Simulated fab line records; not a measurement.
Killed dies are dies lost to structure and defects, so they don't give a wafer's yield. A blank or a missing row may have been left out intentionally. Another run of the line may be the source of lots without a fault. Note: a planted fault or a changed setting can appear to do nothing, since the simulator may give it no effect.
Which of the tools did it? || flow berkeley-cmos170 || 15 lots with 45 wafers sampled at 5 steps, on a route of 331 steps

WHAT THE GAUGES SHOWED, per wafer
UCB170_NWELL_TW_MEAS_16. Usual: NWELL_TW gives 1237 (standard deviation 8.2).
{"lot": "L103", "measured": "day 2 10:26", "on": "film-metro-01", "NWELL_TW": "1249 1244 1241", "flag": ""}
{"lot": "L105", "measured": "day 3 02:54", "on": "film-metro-03", "NWELL_TW": "1238 1239 1238", "flag": ""}
{"lot": "L106", "measured": "day 3 03:13", "on": "film-metro-01", "NWELL_TW": "1246 1242 1246", "flag": ""}
{"lot": "L108", "measured": "day 3 11:08", "on": "film-metro-04", "NWELL_TW": "1225 1224 1229", "flag": ""}
{"lot": "L110", "measured": "day 4 01:47", "on": "film-metro-03", "NWELL_TW": "1228 1236 1237", "flag": ""}
{"lot": "L109", "measured": "day 4 01:57", "on": "film-metro-01", "NWELL_TW": "1240 1248 1245", "flag": ""}
{"lot": "L112", "measured": "day 4 12:58", "on": "film-metro-04", "NWELL_TW": "1239 1237 1236", "flag": ""}
{"lot": "L113", "measured": "day 4 18:40", "on": "film-metro-01", "NWELL_TW": "1255 1242 1243", "flag": ""}
{"lot": "L116", "measured": "day 5 02:05", "on": "film-metro-01", "NWELL_TW": "1244 1244 1247", "flag": ""}
{"lot": "L118", "measured": "day 5 17:01", "on": "film-metro-03", "NWELL_TW": "1239 1237 1242", "flag": ""}
{"lot": "L119", "measured": "day 5 17:16", "on": "film-metro-03", "NWELL_TW": "1237 1236 1235", "flag": ""}
{"lot": "L121", "measured": "day 6 05:43", "on": "film-metro-04", "NWELL_TW": "1228 1216 1221", "flag": ""}
{"lot": "L122", "measured": "day 6 13:44", "on": "film-metro-04", "NWELL_TW": "1220 1227 1223", "flag": ""}
{"lot": "L124", "measured": "day 6 19:26", "on": "film-metro-03", "NWELL_TW": "1233 1231 1232", "flag": ""}
{"lot": "L126", "measured": "day 7 07:43", "on": "film-metro-01", "NWELL_TW": "1250 1250 1250", "flag": ""}

UCB170_ACTIVE_THK_MEAS_03. Usual: ACTIVE_OXIDE_THK gives 26.1 nm (standard deviation 0.45).
{"lot": "L103", "measured": "day 4 13:35", "on": "film-metro-04", "ACTIVE_OXIDE_THK (nm)": "25.8 26.1 26.0", "flag": ""}
{"lot": "L105", "measured": "day 5 00:35", "on": "film-metro-01", "ACTIVE_OXIDE_THK (nm)": "25.6 25.8 25.7", "flag": ""}
{"lot": "L106", "measured": "day 5 00:36", "on": "film-metro-02", "ACTIVE_OXIDE_THK (nm)": "25.6 25.6 25.9", "flag": ""}
{"lot": "L108", "measured": "day 5 11:32", "on": "film-metro-02", "ACTIVE_OXIDE_THK (nm)": "26.1 25.9 26.1", "flag": ""}
{"lot": "L110", "measured": "day 6 02:28", "on": "film-metro-02", "ACTIVE_OXIDE_THK (nm)": "25.8 25.9 26.3", "flag": ""}
{"lot": "L109", "measured": "day 6 02:29", "on": "film-metro-01", "ACTIVE_OXIDE_THK (nm)": "26.5 26.7 26.8", "flag": ""}
{"lot": "L112", "measured": "day 6 17:12", "on": "film-metro-01", "ACTIVE_OXIDE_THK (nm)": "26.2 26.4 26.4", "flag": ""}
{"lot": "L113", "measured": "day 6 17:11", "on": "film-metro-04", "ACTIVE_OXIDE_THK (nm)": "26.4 26.0 26.1", "flag": ""}
{"lot": "L116", "measured": "day 6 22:06", "on": "film-metro-04", "ACTIVE_OXIDE_THK (nm)": "26.2 25.9 25.9", "flag": ""}
{"lot": "L118", "measured": "day 7 07:29", "on": "film-metro-04", "ACTIVE_OXIDE_THK (nm)": "26.2 26.4 26.5", "flag": ""}
{"lot": "L119", "measured": "day 7 07:32", "on": "film-metro-02", "ACTIVE_OXIDE_THK (nm)": "26.9 26.9 27.0", "flag": ""}
{"lot": "L121", "measured": "day 8 01:26", "on": "film-metro-02", "ACTIVE_OXIDE_THK (nm)": "26.4 27.0 26.6", "flag": ""}
{"lot": "L122", "measured": "day 8 10:17", "on": "film-metro-02", "ACTIVE_OXIDE_THK (nm)": "25.4 25.6 25.7", "flag": ""}
{"lot": "L124", "measured": "day 8 10:17", "on": "film-metro-01", "ACTIVE_OXIDE_THK (nm)": "25.8 25.4 25.7", "flag": ""}
{"lot": "L126", "measured": "day 9 01:19", "on": "film-metro-01", "ACTIVE_OXIDE_THK (nm)": "25.6 26.0 25.3", "flag": ""}

UCB170_PLDD_TW_MEAS_11. Usual: PLDD_TW gives 1009 (standard deviation 7.6).
{"lot": "L103", "measured": "day 7 11:14", "on": "film-metro-01", "PLDD_TW": "1006 1010 1013", "flag": ""}
{"lot": "L105", "measured": "day 7 22:20", "on": "film-metro-02", "PLDD_TW": "1012 1012 1013", "flag": ""}
{"lot": "L106", "measured": "day 7 22:22", "on": "film-metro-01", "PLDD_TW": "1009 1008 1010", "flag": ""}
{"lot": "L108", "measured": "day 8 14:10", "on": "film-metro-04", "PLDD_TW": "1002 1002 1004", "flag": ""}
{"lot": "L110", "measured": "day 8 14:11", "on": "film-metro-01", "PLDD_TW": "1009 1015 1015", "flag": ""}
{"lot": "L109", "measured": "day 8 13:54", "on": "film-metro-02", "PLDD_TW": "1019 1019 1021", "flag": ""}
{"lot": "L112", "measured": "day 9 09:29", "on": "film-metro-01", "PLDD_TW": "1011 1007 1011", "flag": ""}
{"lot": "L113", "measured": "day 9 09:38", "on": "film-metro-04", "PLDD_TW": "944 941 943", "flag": "OFF"}
{"lot": "L116", "measured": "day 9 10:01", "on": "film-metro-01", "PLDD_TW": "957 962 962", "flag": "OFF"}
{"lot": "L118", "measured": "day 10 05:29", "on": "film-metro-01", "PLDD_TW": "961 957 960", "flag": "OFF"}
{"lot": "L119", "measured": "day 10 05:13", "on": "film-metro-02", "PLDD_TW": "1019 1018 1015", "flag": ""}
{"lot": "L121", "measured": "day 10 20:14", "on": "film-metro-02", "PLDD_TW": "1015 1010 1015", "flag": ""}
{"lot": "L122", "measured": "day 11 13:16", "on": "film-metro-04", "PLDD_TW": "999 1005 1001", "flag": ""}
{"lot": "L124", "measured": "day 11 12:05", "on": "film-metro-04", "PLDD_TW": "998 996 997", "flag": ""}
{"lot": "L126", "measured": "day 12 00:04", "on": "film-metro-02", "PLDD_TW": "1011 1016 1012", "flag": ""}

UCB170_SPACER_THK_MEAS_01. Usual: SPACER_TEOS_THK gives 374 nm (standard deviation 5.2).
{"lot": "L103", "measured": "day 7 13:58", "on": "film-metro-01", "SPACER_TEOS_THK (nm)": "373 372 378", "flag": ""}
{"lot": "L105", "measured": "day 8 00:28", "on": "film-metro-04", "SPACER_TEOS_THK (nm)": "372 372 379", "flag": ""}
{"lot": "L106", "measured": "day 8 00:19", "on": "film-metro-04", "SPACER_TEOS_THK (nm)": "379 389 386", "flag": ""}
{"lot": "L108", "measured": "day 8 17:04", "on": "film-metro-03", "SPACER_TEOS_THK (nm)": "375 377 375", "flag": ""}
{"lot": "L110", "measured": "day 8 17:04", "on": "film-metro-01", "SPACER_TEOS_THK (nm)": "363 365 370", "flag": ""}
{"lot": "L109", "measured": "day 8 16:41", "on": "film-metro-03", "SPACER_TEOS_THK (nm)": "373 380 385", "flag": ""}
{"lot": "L112", "measured": "day 9 11:29", "on": "film-metro-03", "SPACER_TEOS_THK (nm)": "374 372 384", "flag": ""}
{"lot": "L113", "measured": "day 9 12:11", "on": "film-metro-01", "SPACER_TEOS_THK (nm)": "372 372 378", "flag": ""}
{"lot": "L116", "measured": "day 9 14:29", "on": "film-metro-03", "SPACER_TEOS_THK (nm)": "370 367 370", "flag": ""}
{"lot": "L118", "measured": "day 10 12:19", "on": "film-metro-01", "SPACER_TEOS_THK (nm)": "373 371 378", "flag": ""}
{"lot": "L119", "measured": "day 10 12:44", "on": "film-metro-03", "SPACER_TEOS_THK (nm)": "368 370 374", "flag": ""}
{"lot": "L121", "measured": "day 10 22:34", "on": "film-metro-03", "SPACER_TEOS_THK (nm)": "369 377 374", "flag": ""}
{"lot": "L122", "measured": "day 11 15:25", "on": "film-metro-01", "SPACER_TEOS_THK (nm)": "367 368 371", "flag": ""}
{"lot": "L124", "measured": "day 11 14:36", "on": "film-metro-01", "SPACER_TEOS_THK (nm)": "370 374 371", "flag": ""}
{"lot": "L126", "measured": "day 12 02:26", "on": "film-metro-03", "SPACER_TEOS_THK (nm)": "366 370 380", "flag": ""}

EACH LOT AND THE TOOL THAT RAN IT (in order: tool; ch and the chambers of the sampled wafers; start)
{"lot": "L103", "UCB170_PLDD_IMPLANT_08": "implanter-01 ch 0, day 7 10:50"}
{"lot": "L105", "UCB170_PLDD_IMPLANT_08": "implanter-01 ch 0, day 7 21:56"}
{"lot": "L106", "UCB170_PLDD_IMPLANT_08": "implanter-03 ch 0, day 7 21:58"}
{"lot": "L108", "UCB170_PLDD_IMPLANT_08": "implanter-01 ch 0, day 8 13:47"}
{"lot": "L110", "UCB170_PLDD_IMPLANT_08": "implanter-03 ch 0, day 8 13:49"}
{"lot": "L109", "UCB170_PLDD_IMPLANT_08": "implanter-03 ch 0, day 8 13:32"}
{"lot": "L112", "UCB170_PLDD_IMPLANT_08": "implanter-03 ch 0, day 9 09:06"}
{"lot": "L113", "UCB170_PLDD_IMPLANT_08": "implanter-01 ch 0, day 9 09:14"}
{"lot": "L116", "UCB170_PLDD_IMPLANT_08": "implanter-01 ch 0, day 9 09:37"}
{"lot": "L118", "UCB170_PLDD_IMPLANT_08": "implanter-01 ch 0, day 10 05:06"}
{"lot": "L119", "UCB170_PLDD_IMPLANT_08": "implanter-04 ch 0, day 10 04:50"}
{"lot": "L121", "UCB170_PLDD_IMPLANT_08": "implanter-04 ch 0, day 10 19:52"}
{"lot": "L122", "UCB170_PLDD_IMPLANT_08": "implanter-04 ch 0, day 11 12:53"}
{"lot": "L124", "UCB170_PLDD_IMPLANT_08": "implanter-03 ch 0, day 11 11:41"}
{"lot": "L126", "UCB170_PLDD_IMPLANT_08": "implanter-04 ch 0, day 11 23:41"}
- UCB170_PLDD_IMPLANT_08

WHAT THE TOOLS THEMSELVES READ (means of the sampled wafers that have a number; where no wafer has one, the mark that the record gives instead)
UCB170_PLDD_IMPLANT_08. Usual: tilt-deg 7.006 degrees, standard deviation 0.022.
{"lot": "L103", "tool": "implanter-01", "tilt-deg (degrees)": 7.011, "flag": ""}
{"lot": "L105", "tool": "implanter-01", "tilt-deg (degrees)": 7.007, "flag": ""}
{"lot": "L106", "tool": "implanter-03", "tilt-deg (degrees)": 6.982, "flag": ""}
{"lot": "L108", "tool": "implanter-01", "tilt-deg (degrees)": 7.007, "flag": ""}
{"lot": "L110", "tool": "implanter-03", "tilt-deg (degrees)": 6.980, "flag": ""}
{"lot": "L109", "tool": "implanter-03", "tilt-deg (degrees)": 6.992, "flag": ""}
{"lot": "L112", "tool": "implanter-03", "tilt-deg (degrees)": 7.025, "flag": ""}
{"lot": "L113", "tool": "implanter-01", "tilt-deg (degrees)": -0.000, "flag": "OFF"}
{"lot": "L116", "tool": "implanter-01", "tilt-deg (degrees)": 0.029, "flag": "OFF"}
{"lot": "L118", "tool": "implanter-01", "tilt-deg (degrees)": 0.052, "flag": "OFF"}
{"lot": "L119", "tool": "implanter-04", "tilt-deg (degrees)": 7.020, "flag": ""}
{"lot": "L121", "tool": "implanter-04", "tilt-deg (degrees)": 7.009, "flag": ""}
{"lot": "L122", "tool": "implanter-04", "tilt-deg (degrees)": 6.976, "flag": ""}
{"lot": "L124", "tool": "implanter-03", "tilt-deg (degrees)": 6.979, "flag": ""}
{"lot": "L126", "tool": "implanter-04", "tilt-deg (degrees)": 7.020, "flag": ""}

THE ANSWER, worked out from the rows above alone
Rule: a lot is off if the mean of its wafers that have a number lies more than 3 standard deviations from the usual mean. Also off: a lot with no number at a reading for which 4 or more lots have one. All remaining lots with rows at the step are treated as sound. After the gauges, taken in route order, come the tools' own readings; for these a lot's mean is taken, as printed above. At the first step where some lot is off, the reading lying furthest off is the one used; lots without a number count as furthest.
Off: L113, L116, L118, at UCB170_PLDD_TW_MEAS_11 (PLDD_TW).
A tool fits if, at a process step before that reading, it ran every lot that is off, and no sound lot after the first of them. Not tried: the gauges at UCB170_PLDD_TW_MEAS_11; whatever is off there is also off at UCB170_PLDD_IMPLANT_08, on other tools, and gauge error can't account for it. One fits: UCB170_PLDD_IMPLANT_08 on implanter-01. A fault onset in the window from L108 (day 8 13:47, its last sound lot) to L113 (day 9 09:14, its first lot off) fits.
The tool's own readings at UCB170_PLDD_IMPLANT_08 bear it out: on the lots that are off they differ by more than 5 times the standard deviation of the sound lots' means. tilt-deg reads 0.027 degrees there against 7.001 degrees on the sound lots.

WHAT THE SIMULATOR PUT IN
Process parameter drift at UCB170_PLDD_IMPLANT_08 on implanter-01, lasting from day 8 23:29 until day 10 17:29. From 7, the setting tilt-deg moved by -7. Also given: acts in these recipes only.
Struck lots among those shown: L113, L116, L118. The same result came from the rule above.
